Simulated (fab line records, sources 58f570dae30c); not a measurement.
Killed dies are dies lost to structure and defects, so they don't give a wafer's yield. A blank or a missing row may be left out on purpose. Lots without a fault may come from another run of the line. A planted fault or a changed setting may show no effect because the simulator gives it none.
Which tool did it? | flow berkeley_cmos170 | 15 lots, 45 wafers sampled, at 6 steps of a route of 331

WHAT THE GAUGES READ, wafer by wafer
UCB170_NVT_OVL_MEAS_06. Usual: NVT_OVL 0 nm, standard deviation 5.7.
lot  | measured     | on         | NVT_OVL (nm) | flag
L178 | day 6 18:08  | overlay-02 | 1 4 3        |
L180 | day 6 18:25  | overlay-01 | 6 13 4       |
L179 | day 6 18:43  | overlay-01 | -11 -12 -11  |
L182 | day 7 08:31  | overlay-01 | 5 -1 -2      |
L184 | day 7 21:32  | overlay-01 | -3 1 -1      |
L185 | day 8 05:59  | overlay-02 | -6 7 3       |
L188 | day 8 12:59  | overlay-01 | 8 0 7        |
L186 | day 8 12:59  | overlay-02 | 1 2 6        |
L187 | day 8 13:05  | overlay-01 | -6 1 -5      |
L190 | day 8 19:42  | overlay-02 | 1 5 5        |
L193 | day 9 18:17  | overlay-01 | 1 4 4        |
L197 | day 11 06:32 | overlay-02 | -9 -7 -6     |
L200 | day 11 18:25 | overlay-02 | 11 1 -4      |
L198 | day 11 18:32 | overlay-02 | 1 0 -2       |
L199 | day 11 19:04 | overlay-01 | 3 1 -3       |

UCB170_PLDD_CD_MEAS_06: target cd 1200 nm. Usual: cd_nm 1199.4 nm, standard deviation 1.4.
lot  | measured     | on        | cd_nm (nm)           | flag
L178 | day 7 16:23  | cd_sem-02 | 1199.4 1199.6 1199.3 |
L180 | day 7 15:52  | cd_sem-02 | 1199.1 1198.5 1199.8 |
L179 | day 7 16:19  | cd_sem-01 | 1199.8 1200.3 1199.4 |
L182 | day 8 03:52  | cd_sem-01 | 1198.5 1198.4 1198.9 |
L184 | day 8 17:38  | cd_sem-02 | 1197.8 1196.4 1198.8 |
L185 | day 9 00:49  | cd_sem-01 | 1199.4 1200.5 1201.4 |
L188 | day 9 06:10  | cd_sem-01 | 1202.6 1200.9 1201.0 |
L186 | day 9 06:11  | cd_sem-02 | 1200.4 1202.3 1200.6 |
L187 | day 9 06:44  | cd_sem-01 | 1199.0 1200.4 1200.2 |
L190 | day 9 21:22  | cd_sem-02 | 1200.5 1198.2 1199.9 |
L193 | day 10 13:19 | cd_sem-02 | 1197.6 1200.1 1199.6 |
L197 | day 12 00:41 | cd_sem-01 | 1199.0 1199.0 1198.5 |
L200 | day 12 16:43 | cd_sem-02 | 1196.2 1198.3 1197.6 |
L198 | day 12 16:49 | cd_sem-01 | 1201.2 1199.4 1200.7 |
L199 | day 12 16:49 | cd_sem-02 | 1197.2 1195.5 1195.5 |

UCB170_PLDD_OVL_MEAS_07. Usual: PLDD_OVL -3 nm, standard deviation 5.1.
lot  | measured     | on         | PLDD_OVL (nm) | flag
L178 | day 7 16:30  | overlay-02 | 4 11 0        |
L180 | day 7 15:59  | overlay-01 | -1 -10 -2     |
L179 | day 7 16:24  | overlay-01 | -8 -8 -10     |
L182 | day 8 03:59  | overlay-01 | 5 2 1         |
L184 | day 8 17:43  | overlay-01 | 2 6 8         |
L185 | day 9 00:54  | overlay-02 | -6 -7 -1      |
L188 | day 9 06:16  | overlay-01 | -6 1 -1       |
L186 | day 9 06:16  | overlay-02 | -5 1 -9       |
L187 | day 9 06:50  | overlay-01 | 2 -1 2        |
L190 | day 9 21:29  | overlay-02 | -5 1 1        |
L193 | day 10 13:24 | overlay-02 | -10 -11 -9    |
L197 | day 12 00:48 | overlay-01 | 3 -1 2        |
L200 | day 12 16:48 | overlay-02 | -11 -1 -3     |
L198 | day 12 16:56 | overlay-02 | -10 -11 -10   |
L199 | day 12 16:55 | overlay-01 | -13 -3 -9     |

UCB170_PLDD_TW_MEAS_11. Usual: PLDD_TW 1008, standard deviation 8.3.
lot  | measured     | on            | PLDD_TW        | flag
L178 | day 7 16:56  | film_metro-03 | 1019 1012 1017 |
L180 | day 7 16:26  | film_metro-02 | 1017 1020 1020 |
L179 | day 7 16:51  | film_metro-01 | 992 992 999    |
L182 | day 8 04:25  | film_metro-02 | 1015 1006 1010 |
L184 | day 8 18:10  | film_metro-03 | 1016 1015 1012 |
L185 | day 9 01:20  | film_metro-03 | 1012 1018 1017 |
L188 | day 9 06:42  | film_metro-01 | 995 1003 992   |
L186 | day 9 06:46  | film_metro-03 | 1014 1015 1009 |
L187 | day 9 07:38  | film_metro-01 | 1130 1130 1137 | OFF
L190 | day 9 22:14  | film_metro-01 | 1133 1132 1133 | OFF
L193 | day 10 14:25 | film_metro-02 | 1148 1141 1150 | OFF
L197 | day 12 01:14 | film_metro-02 | 1015 1006 1008 |
L200 | day 12 17:14 | film_metro-02 | 1008 1015 1000 |
L198 | day 12 17:22 | film_metro-03 | 1013 1010 1011 |
L199 | day 12 17:21 | film_metro-01 | 999 1004 1003  |

UCB170_SDANNEAL_RS_MEAS_04: measures by four-point-probe. Usual: PLDD_RS 1031.8 ohm/sq, standard deviation 2.9.
lot  | measured     | on            | PLDD_RS (ohm/sq)     | flag
L178 | day 8 06:37  | film_metro-03 | 1030.4 1031.8 1033.9 |
L180 | day 8 06:08  | film_metro-03 | 1033.0 1035.9 1032.3 |
L179 | day 8 06:54  | film_metro-01 | 1031.8 1033.6 1030.6 |
L182 | day 8 20:28  | film_metro-02 | 1031.1 1027.5 1030.6 |
L184 | day 9 08:03  | film_metro-01 | 1030.4 1030.6 1029.1 |
L185 | day 9 22:19  | film_metro-02 | 1026.3 1028.8 1030.0 |
L188 | day 9 21:51  | film_metro-03 | 1033.5 1033.5 1031.4 |
L186 | day 9 22:44  | film_metro-03 | 1029.7 1030.7 1027.0 |
L187 | day 9 23:11  | film_metro-01 | 761.5 762.8 762.3    | OFF
L190 | day 10 15:36 | film_metro-01 | 756.1 757.8 756.7    | OFF
L193 | day 11 04:17 | film_metro-03 | 757.8 758.1 756.7    | OFF
L197 | day 12 16:07 | film_metro-03 | 1036.1 1032.4 1035.4 |
L200 | day 13 05:32 | film_metro-01 | 1035.0 1035.6 1035.5 |
L198 | day 13 05:40 | film_metro-03 | 1032.7 1032.0 1034.5 |
L199 | day 13 06:13 | film_metro-01 | 1031.2 1031.5 1033.8 |

WHICH TOOL RAN EACH LOT (tool, then ch and the chambers of the sampled wafers, then the start)
lot  | UCB170_PLDD_IMPLANT_08
L178 | implanter-04 ch 0, day 7 16:32
L180 | implanter-03 ch 0, day 7 16:02
L179 | implanter-03 ch 0, day 7 16:29
L182 | implanter-04 ch 0, day 8 04:02
L184 | implanter-01 ch 0, day 8 17:47
L185 | implanter-01 ch 0, day 9 00:58
L188 | implanter-01 ch 0, day 9 06:19
L186 | implanter-03 ch 0, day 9 06:21
L187 | implanter-04 ch 0, day 9 06:53
L190 | implanter-01 ch 0, day 9 21:31
L193 | implanter-03 ch 0, day 10 13:28
L197 | implanter-01 ch 0, day 12 00:50
L200 | implanter-03 ch 0, day 12 16:52
L198 | implanter-04 ch 0, day 12 16:58
L199 | implanter-01 ch 0, day 12 16:58
- UCB170_PLDD_IMPLANT_08

WHAT THE TOOLS THEMSELVES READ (means of the sampled wafers that have a number; where no wafer has one, the mark that the record gives instead)
UCB170_PLDD_IMPLANT_08. Usual: beam_on_s 9.99 s, standard deviation 0.21.
lot  | tool         | beam_on_s (s) | flag
L178 | implanter-04 | 10.10         |
L180 | implanter-03 | 9.76          |
L179 | implanter-03 | 10.10         |
L182 | implanter-04 | 10.15         |
L184 | implanter-01 | 9.94          |
L185 | implanter-01 | 9.77          |
L188 | implanter-01 | 10.03         |
L186 | implanter-03 | 9.93          |
L187 | implanter-04 | 9.93          |
L190 | implanter-01 | 9.94          |
L193 | implanter-03 | 9.84          |
L197 | implanter-01 | 10.01         |
L200 | implanter-03 | 10.02         |
L198 | implanter-04 | 10.17         |
L199 | implanter-01 | 10.08         |

THE ANSWER, worked out from the rows above alone
Rule: a lot is off if the mean of its wafers that have a number lies more than 3 standard deviations from the usual mean. A lot without any number at a reading at which 4 lots or more have one is off too. The other lots that the step has rows for count as sound. The gauges are gone through in route order, then the tools' own readings, and for those a lot's mean is taken as printed above. The first step at which some lot is off is used, and at that step the reading that is off furthest; a lot without a number counts as furthest.
Off: L187, L190, L193, at UCB170_PLDD_TW_MEAS_11 (PLDD_TW).
A tool fits if, at a process step before that reading, it ran every lot that is off, and no sound lot after the first of them. The gauges at UCB170_PLDD_TW_MEAS_11 are tried like those tools. None of those tried fits.

WHAT THE SIMULATOR HAD PUT IN
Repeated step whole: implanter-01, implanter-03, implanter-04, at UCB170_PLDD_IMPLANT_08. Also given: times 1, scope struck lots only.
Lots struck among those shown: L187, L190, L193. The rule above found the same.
